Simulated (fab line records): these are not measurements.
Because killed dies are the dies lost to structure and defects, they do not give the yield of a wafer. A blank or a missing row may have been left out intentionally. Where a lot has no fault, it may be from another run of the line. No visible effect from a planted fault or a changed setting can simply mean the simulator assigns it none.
Split-lot trial | flow ritCmos | 27 wafers read from 5 lots, route of 202 steps

## ABOUT THE SPLIT
At RIT_ACTIVE_OXIDATION_01 (target thk 46.8 nm, ox time 3360 s), the setting oxTimeS was moved away from the recipe's 3360 s on 18 of the 27 wafers read, by -18.8% to +29.4%. This setting was run at the recipe's value on the other wafers.

Between the split and the reading, the file records no step.

## THE READING
ACTIVE_OXIDE_THK in nanometres, read at RIT_ACTIVE_THK_MEAS_02. On this fab line, fault-free wafers typically give 46.4 nm with a standard deviation of 0.93 nm.

wafer  | tool, chamber at the split | oxTimeS as run, s | against the recipe | ACTIVE_OXIDE_THK, nm | against lot-mates on the recipe
L076.4 | furnace-04, 0              | 3360              | recipe             | 47.2                 | -
L076.5 | furnace-04, 0              | 3360              | recipe             | 46.8                 | -
L076.6 | furnace-04, 0              | 3360              | recipe             | 47.0                 | -
L077.1 | -, -                       | 3360              | recipe             | 46.3                 | -
L077.2 | -, -                       | 3360              | recipe             | 47.1                 | -
L077.3 | -, -                       | 3360              | recipe             | 46.8                 | -
L077.4 | -, -                       | 3360              | recipe             | 47.0                 | -
L077.5 | -, -                       | 3360              | recipe             | 46.4                 | -
L077.6 | -, -                       | 3360              | recipe             | 46.9                 | -
L080.1 | -, -                       | 2728              | -18.8%             | 41.3                 | no lot-mate on the recipe
L080.2 | -, -                       | 2728              | -18.8%             | 41.3                 | no lot-mate on the recipe
L080.3 | -, -                       | 2728              | -18.8%             | 41.7                 | no lot-mate on the recipe
L080.4 | -, -                       | 2728              | -18.8%             | 42.1                 | no lot-mate on the recipe
L080.5 | -, -                       | 2728              | -18.8%             | 41.6                 | no lot-mate on the recipe
L080.6 | -, -                       | 2728              | -18.8%             | 40.9                 | no lot-mate on the recipe
L081.1 | -, -                       | 2830              | -15.8%             | 41.5                 | no lot-mate on the recipe
L081.2 | -, -                       | 2830              | -15.8%             | 41.5                 | no lot-mate on the recipe
L081.3 | -, -                       | 2830              | -15.8%             | 41.6                 | no lot-mate on the recipe
L081.4 | -, -                       | 2830              | -15.8%             | 40.9                 | no lot-mate on the recipe
L081.5 | -, -                       | 2830              | -15.8%             | 41.4                 | no lot-mate on the recipe
L081.6 | -, -                       | 2830              | -15.8%             | 41.9                 | no lot-mate on the recipe
L084.1 | -, -                       | 4348              | +29.4%             | 56.5                 | no lot-mate on the recipe
L084.2 | -, -                       | 4348              | +29.4%             | 55.5                 | no lot-mate on the recipe
L084.3 | -, -                       | 4348              | +29.4%             | 56.8                 | no lot-mate on the recipe
L084.4 | -, -                       | 4348              | +29.4%             | 56.4                 | no lot-mate on the recipe
L084.5 | -, -                       | 4348              | +29.4%             | 55.9                 | no lot-mate on the recipe
L084.6 | -, -                       | 4348              | +29.4%             | 55.7                 | no lot-mate on the recipe

THE FIT
A straight line over all 27 wafers: ACTIVE_OXIDE_THK changes by +0.313 nm for each +1% of oxTimeS; r = +1.00; the points scatter about the line by 0.5 nm.
Too few moved wafers have a lot-mate on the recipe to fit a line with each lot's own level taken away.

## THE WHOLE CHAIN: every reading that the file lists as answering this split, in the file's order
step                    | what it does                                            | reading                                                                            | change (the file's fit)               | r (the file's)
RIT_ACTIVE_OXIDATION_01 | target thk 46.8 nm, ox time 3360 s                      | SiO2_of_ACTIVE_OXIDATION_01.thkNm (the simulator's own value, which no gauge read) | +0.312 nm for each +1% of the setting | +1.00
RIT_ACTIVE_THK_MEAS_02  |                                                         | ACTIVE_OXIDE_THK                                                                   | +0.313 for each +1% of the setting    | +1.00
RIT_FOX2_WET_ETCH_03    | etches Si3N4 in H3PO4, target depth 195 nm, time 2700 s | SiO2_of_ACTIVE_OXIDATION_01.thkNm (the simulator's own value, which no gauge read) | +0.278 nm for each +1% of the setting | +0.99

## FILE'S OWN FIT
ACTIVE_OXIDE_THK changes by +0.313 nm for each +1% of oxTimeS, r = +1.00.
